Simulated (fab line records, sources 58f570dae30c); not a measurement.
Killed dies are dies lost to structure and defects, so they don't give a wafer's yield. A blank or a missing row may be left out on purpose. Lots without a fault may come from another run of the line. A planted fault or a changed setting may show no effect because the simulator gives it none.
Which tool did it? | flow berkeley_cmos170 | 7 lots, 21 wafers sampled, at 3 steps of a route of 331

WHAT THE GAUGES READ, wafer by wafer
UCB170_SDANNEAL_RS_MEAS_02: measures by four-point-probe.
lot  | measured     | on            | PSD_RS (ohm/sq)
L371 | day 7 09:33  | film_metro-02 | 75.50 75.67 75.52
L373 | day 8 05:10  | film_metro-02 | 74.88 74.91 75.42
L379 | day 8 13:58  | film_metro-02 | 75.19 75.52 75.39
L381 | day 8 21:31  | film_metro-04 | 75.33 75.66 75.32
L383 | day 10 05:46 | film_metro-03 | 75.44 75.52 75.02
L390 | day 10 21:44 | film_metro-04 | 75.27 75.58 75.23
L394 | day 11 23:35 | film_metro-02 | 75.29 75.48 75.15

WHICH TOOL RAN EACH LOT (tool, then ch and the chambers of the sampled wafers, then the start)
lot  | UCB170_PSD_IMPLANT_08           | UCB170_PSD_STRIP_09
L371 | implanter-01 ch 0, day 7 04:04  | plasma_asher-01 ch 0,1, day 7 04:11
L373 | implanter-02 ch 0, day 7 19:34  | plasma_asher-01 ch 0,1, day 7 19:43
L379 | implanter-01 ch 0, day 8 09:15  | plasma_asher-01 ch 1, day 8 09:22
L381 | implanter-04 ch 0, day 8 18:01  | plasma_asher-01 ch 0,1, day 8 18:10
L383 | implanter-01 ch 0, day 10 00:35 | plasma_asher-04 ch 0,1, day 10 00:44
L390 | implanter-02 ch 0, day 10 17:37 | plasma_asher-03 ch 0,1, day 10 17:46
L394 | implanter-02 ch 0, day 11 19:57 | plasma_asher-03 ch 0,1, day 11 20:06
- UCB170_PSD_IMPLANT_08
- UCB170_PSD_STRIP_09: strips in O2.

THE ANSWER, worked out from the rows above alone
Rule: what is usual is taken from the lots themselves. Put in order of their means at a reading, lots are off if they are a third of the lots or fewer, leave a main group of 4 or more, and stand apart from it by a gap of 3 or more times the standard deviation of the main group's means; of several such gaps the widest counts. A main group whose means are all the same, to the digits that the tables above print for the reading, isn't used. A lot without any number at a reading at which 4 lots or more have one is off too. The other lots that the step has rows for count as sound.
No lot is off at any reading shown: from this, nothing can be told.

WHAT THE SIMULATOR HAD PUT IN
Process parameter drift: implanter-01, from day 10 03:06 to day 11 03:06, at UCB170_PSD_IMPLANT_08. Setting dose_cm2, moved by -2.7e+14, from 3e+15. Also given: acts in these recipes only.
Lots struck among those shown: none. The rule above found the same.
